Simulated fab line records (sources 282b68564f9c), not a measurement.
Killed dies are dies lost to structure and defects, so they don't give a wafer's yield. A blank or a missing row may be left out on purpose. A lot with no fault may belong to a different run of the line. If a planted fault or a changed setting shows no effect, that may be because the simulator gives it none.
A lot that was struck, set against a sound lot    flow rit cmos    44 out of 202 route steps
Sound: these wafers, L408.1, L408.3, L408.5. Wafers struck: L416.1, L416.2, L416.5. The cause comes at the end.
Order at every step that has rows: each side's tool, ch and its chambers, its first start. Under that, the readings that differ: sound wafers    struck wafers    difference of the means    sigmas: that difference in standard deviations of wafers without a fault.
alike: readings whose means differ by less than 2 such deviations, and words and numbers that are the same on both sides. not compared: withheld readings, readings that some wafer has no value for, bounds like >300 that may hide the same value, and numbers for which the record gives no deviation and whose values overlap.
Wherever a step has rows on one side only, a row that says differs or no value, or a row with sigmas, the two part there. Numbers that don't overlap but have no deviation are shown without sigmas and don't part them. A reading that every wafer of one side lacks parts them only if that side has two wafers or more.

first, 2 steps without rows for these wafers: RIT_NLDD_HARDBAKE_07 (time 60 s); RIT_NLDD_IMPLANT_08.
RIT_NLDD_STRIP_09: strips in O2, time 180 s.
  sound on plasma asher-04 ch 0,1, day 3 05:35; struck on plasma asher-02 ch 0,1, day 5 05:23
  alike: drypump motor current A
  not compared: rf hours counter h
RIT_NLDD_TW_MEAS_10:
  sound on film metro-03, day 3 05:45; struck on film metro-03, day 5 05:34
  alike: NLDD_TW
then, 6 steps without rows for these wafers: RIT_PLDD_HMDS_00 (prime time 60 s); RIT_PLDD_COAT_01 (resist thk 1000 nm); RIT_PLDD_SOFTBAKE_02 (time 60 s); RIT_PLDD_EXPOSE_03 (exposes mask M8, target cd 40900 nm); RIT_PLDD_PEB_04; RIT_PLDD_DEVELOP_05 (develop time 50 s).
RIT_PLDD_OVL_MEAS_06:
  sound on overlay-01, day 3 06:40; struck on overlay-02, day 5 06:35
  alike: PLDD_OVL
then, 1 step without rows for these wafers: RIT_PLDD_HARDBAKE_07 (time 60 s).
RIT_PLDD_IMPLANT_08:
  sound on implanter-03 ch 0, day 3 06:51; struck on implanter-03 ch 0, day 5 06:47
reading                           sound                          struck                            difference   sigmas
dose ions cm2                     9.003e+14 8.997e+14 8.993e+14  1.7404e+15 1.7403e+15 1.7405e+15  +8.4063e+14  +99 or more
end station pressure torr (Torr)  7.5e-06 7.3e-06 7.7e-06        9.9e-06 9.1e-06 9.8e-06           +2.1e-06     +6
faraday current uA                2782 2809 2823                 5320 5388 5442                    +2579        +43
  alike: beam energy keV
RIT_PLDD_STRIP_09: strips in O2, time 180 s.
  sound on plasma asher-03 ch 0,1, day 3 07:00; struck on plasma asher-04 ch 0,1, day 5 06:56
  alike: drypump motor current A
  not compared: rf hours counter h
RIT_PLDD_TW_MEAS_10:
  sound on film metro-01, day 3 07:10; struck on film metro-02, day 5 07:06
reading  sound           struck          difference  sigmas
PLDD_TW  2365 2353 2359  2713 2723 2708  +356        +17
then, 4 steps without rows for these wafers: RIT_SPACER_CLEAN_00 (cleans in SC1, time 600 s); RIT_SPACER_CLEAN_01 (cleans in dHF, time 30 s); RIT_SPACER_CLEAN_02 (cleans in SC2, time 600 s); RIT_SPACER_CVD_03 (deposits Si3N4 from SiH2Cl2/NH3, target thk 250 nm, time 3300 s).
RIT_SPACER_THK_MEAS_04:
  sound on film metro-01, day 3 09:32; struck on film metro-04, day 5 09:29
  alike: SPACER_NITRIDE_THK
RIT_SPACER_ETCHBACK_05: etches Si3N4 in SF6/CHF3, stops on SiO2, target depth 250 nm, time 240 s.
  sound on rie diel-01 ch 0,1, day 3 09:35; struck on rie diel-01 ch 0,3, day 5 09:33
  alike: CHF3_flow_sccm, drypump motor current A, oes product au, throttle valve pct
  not compared: rf hours counter h
then, 6 steps without rows for these wafers: RIT_NSD_HMDS_00 (prime time 60 s); RIT_NSD_COAT_01 (resist thk 1000 nm); RIT_NSD_SOFTBAKE_02 (time 60 s); RIT_NSD_EXPOSE_03 (exposes mask M9, target cd 40700 nm); RIT_NSD_PEB_04; RIT_NSD_DEVELOP_05 (develop time 50 s).
RIT_NSD_OVL_MEAS_06:
  sound on overlay-02, day 3 10:47; struck on overlay-02, day 5 10:45
  alike: NSD_OVL
then, 2 steps without rows for these wafers: RIT_NSD_HARDBAKE_07 (time 60 s); RIT_NSD_IMPLANT_08.
RIT_NSD_STRIP_09: strips in O2, time 180 s.
  sound on plasma asher-04 ch 0, day 3 11:07; struck on plasma asher-02 ch 0,1, day 5 11:05
reading                      sound           struck          difference  sigmas
drypump motor current A (A)  5.42 5.44 5.42  5.91 6.17 5.90  +0.57       +2
  not compared: rf hours counter h
RIT_NSD_TW_MEAS_10:
  sound on film metro-01, day 3 11:17; struck on film metro-02, day 5 11:16
  alike: NSD_TW
then, 6 steps without rows for these wafers: RIT_PSD_HMDS_00 (prime time 60 s); RIT_PSD_COAT_01 (resist thk 1000 nm); RIT_PSD_SOFTBAKE_02 (time 60 s); RIT_PSD_EXPOSE_03 (exposes mask M10, target cd 40900 nm); RIT_PSD_PEB_04; RIT_PSD_DEVELOP_05 (develop time 50 s).
RIT_PSD_OVL_MEAS_06:
  sound on overlay-01, day 3 12:20; struck on overlay-02, day 5 12:17
  alike: PSD_OVL
then, 2 steps without rows for these wafers: RIT_PSD_HARDBAKE_07 (time 60 s); RIT_PSD_IMPLANT_08.
RIT_PSD_STRIP_09: strips in O2, time 180 s.
  sound on plasma asher-01 ch 0,1, day 3 12:40; struck on plasma asher-02 ch 0,1, day 5 12:38
  alike: drypump motor current A
  not compared: rf hours counter h
RIT_SDANNEAL_RS_MEAS_06: uses a four-point probe to measure.
  sound on film metro-01, day 3 14:05; struck on film metro-03, day 5 13:34
reading           sound              struck             difference  sigmas
PLDD_RS (ohm/sq)  178.1 178.1 178.0  152.8 152.9 152.9  -25.2       -55
RIT_M1_PROBE_99:
  sound on prober-02, day 3 21:15; struck on prober-02, day 5 21:19
reading                              sound              struck             difference  sigmas
model.etest.pmos turned.r on ohm um  3362 3359 3306     3120 3054 3025     -276        
model.etest.pmos_0p3.r on ohm um     6272 6203 6066     5886 5886 5882     -296        
model.etest.pmos_0p15.r on ohm um    2660 2666 2598     2556 2470 2475     -141        
model.etest.pldd.rs ohm sq           508.3 520.4 520.7  314.6 321 313.9    -200.0      
model.etest.pldd.line ohm um         161 164.3 162.2    99.97 101.6 98.07  -62.62      
model.etest.pmos turned.drive ua um  190.9 192.3 195.6  218.4 221.9 224.1  +28.5       
model.etest.pmos_0p15.drive ua um    268 271.6 273.9    275.3 288.6 284    +11.5       
model.etest.pmos_0p3.drive ua um     100.5 101.7 104.9  108.5 111 109.1    +7.2        
  alike: killed at contacts, killed at front end, killed dies, killed open, killed short

== WHERE THEY PART ==
First at RIT_PLDD_IMPLANT_08; last, within this record, at RIT_SDANNEAL_RS_MEAS_06. Later steps at which nothing parts them and some readings are alike: RIT_M1_PROBE_99.

WHY: the cause the simulator had injected
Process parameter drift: implanter-03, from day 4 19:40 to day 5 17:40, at RIT_PLDD_IMPLANT_08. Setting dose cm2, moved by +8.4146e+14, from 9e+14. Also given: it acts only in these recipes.
